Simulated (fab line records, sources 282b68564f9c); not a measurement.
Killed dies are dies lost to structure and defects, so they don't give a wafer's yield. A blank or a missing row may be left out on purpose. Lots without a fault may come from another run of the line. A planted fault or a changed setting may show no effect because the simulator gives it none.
Which tool did it? | flow rit_cmos | 13 lots, 39 wafers sampled, at 3 steps of a route of 202

WHAT THE GAUGES READ, wafer by wafer
RIT_M1_CD_MEAS_09: target cd 2600 nm. Usual: cd_nm 2600.7 nm, standard deviation 2.1.
lot  | measured    | on        | cd_nm (nm)           | flag
L849 | day 3 08:19 | cd_sem-02 | 2602.2 2603.4 2603.3 |
L850 | day 3 13:23 | cd_sem-01 | 2601.7 2601.3 2599.8 |
L852 | day 3 20:53 | cd_sem-02 | 2601.6 2601.2 2601.1 |
L859 | day 5 13:07 | cd_sem-01 | 2600.9 2601.5 2597.5 |
L860 | day 5 15:01 | cd_sem-01 | 2602.0 2601.4 2601.4 |
L861 | day 5 22:43 | cd_sem-01 | 2603.5 2602.4 2602.5 |
L862 | day 6 04:10 | cd_sem-02 | 2599.0 2598.6 2600.3 |
L864 | day 6 13:44 | cd_sem-02 | 2597.4 2597.4 2598.1 |
L865 | day 6 15:53 | cd_sem-02 | 2597.9 2599.6 2599.3 |
L868 | day 7 08:48 | cd_sem-01 | 2602.6 2599.4 2600.3 |
L870 | day 7 21:11 | cd_sem-01 | 2601.9 2602.8 2600.8 |
L871 | day 8 01:25 | cd_sem-01 | 2598.1 2599.1 2597.8 |
L872 | day 8 08:28 | cd_sem-01 | 2603.9 2602.5 2601.5 |

RIT_M1_OVL_MEAS_10. Usual: M1_OVL -1.1 nm, standard deviation 1.4.
lot  | measured    | on         | M1_OVL (nm)    | flag
L849 | day 3 08:26 | overlay-02 | -1.8 -1.8 -2.3 |
L850 | day 3 13:30 | overlay-01 | -1.1 -1.2 -2.4 |
L852 | day 3 21:00 | overlay-02 | 0.9 -2.7 0.0   |
L859 | day 5 13:14 | overlay-02 | -0.1 -1.1 1.5  |
L860 | day 5 15:08 | overlay-02 | 0.2 2.9 -1.3   |
L861 | day 5 22:50 | overlay-01 | -1.5 -0.1 0.6  |
L862 | day 6 04:17 | overlay-02 | -1.9 -2.2 -2.6 |
L864 | day 6 13:50 | overlay-02 | -1.9 -2.5 -1.3 |
L865 | day 6 16:00 | overlay-01 | 1.7 -0.8 0.8   |
L868 | day 7 08:55 | overlay-02 | -2.1 -0.8 -0.1 |
L870 | day 7 21:18 | overlay-02 | -2.4 -0.5 -0.5 |
L871 | day 8 01:32 | overlay-02 | -0.7 -0.4 -1.0 |
L872 | day 8 08:35 | overlay-01 | 0.0 -1.2 -1.3  |

WHICH TOOL RAN EACH LOT (tool, then ch and the chambers of the sampled wafers, then the start)
lot  | RIT_M1_SPUTTER_00
L849 | pvd_sputter-02, day 3 06:49
L850 | pvd_sputter-03, day 3 11:50
L852 | pvd_sputter-03, day 3 19:31
L859 | pvd_sputter-02, day 5 11:46
L860 | pvd_sputter-04, day 5 13:32
L861 | pvd_sputter-02, day 5 21:16
L862 | pvd_sputter-04, day 6 02:49
L864 | pvd_sputter-03, day 6 12:20
L865 | pvd_sputter-02, day 6 14:31
L868 | pvd_sputter-04, day 7 07:26
L870 | pvd_sputter-04, day 7 19:49
L871 | pvd_sputter-02, day 7 23:56
L872 | pvd_sputter-04, day 8 06:59
- RIT_M1_SPUTTER_00: material Al, target thk 400 nm, time 500 s.

WHAT THE TOOLS THEMSELVES READ (means of the sampled wafers that have a number; where no wafer has one, the mark that the record gives instead)
RIT_M1_SPUTTER_00. Usual: throttle_valve_pct 30.0 %, standard deviation 0.93.
lot  | tool           | throttle_valve_pct (%) | flag
L849 | pvd_sputter-02 | 29.8                   |
L850 | pvd_sputter-03 | 30.2                   |
L852 | pvd_sputter-03 | 30.4                   |
L859 | pvd_sputter-02 | 29.8                   |
L860 | pvd_sputter-04 | 30.7                   |
L861 | pvd_sputter-02 | 30.5                   |
L862 | pvd_sputter-04 | 29.9                   |
L864 | pvd_sputter-03 | 30.3                   |
L865 | pvd_sputter-02 | 30.0                   |
L868 | pvd_sputter-04 | 29.4                   |
L870 | pvd_sputter-04 | 29.0                   |
L871 | pvd_sputter-02 | 30.6                   |
L872 | pvd_sputter-04 | 29.7                   |

THE ANSWER, worked out from the rows above alone
Rule: a lot is off if the mean of its wafers that have a number lies more than 3 standard deviations from the usual mean. A lot without any number at a reading at which 4 lots or more have one is off too. The other lots that the step has rows for count as sound. The gauges are gone through in route order, then the tools' own readings, and for those a lot's mean is taken as printed above. The first step at which some lot is off is used, and at that step the reading that is off furthest; a lot without a number counts as furthest.
No lot is off at any reading shown: from this, nothing can be told.

WHAT THE SIMULATOR HAD PUT IN
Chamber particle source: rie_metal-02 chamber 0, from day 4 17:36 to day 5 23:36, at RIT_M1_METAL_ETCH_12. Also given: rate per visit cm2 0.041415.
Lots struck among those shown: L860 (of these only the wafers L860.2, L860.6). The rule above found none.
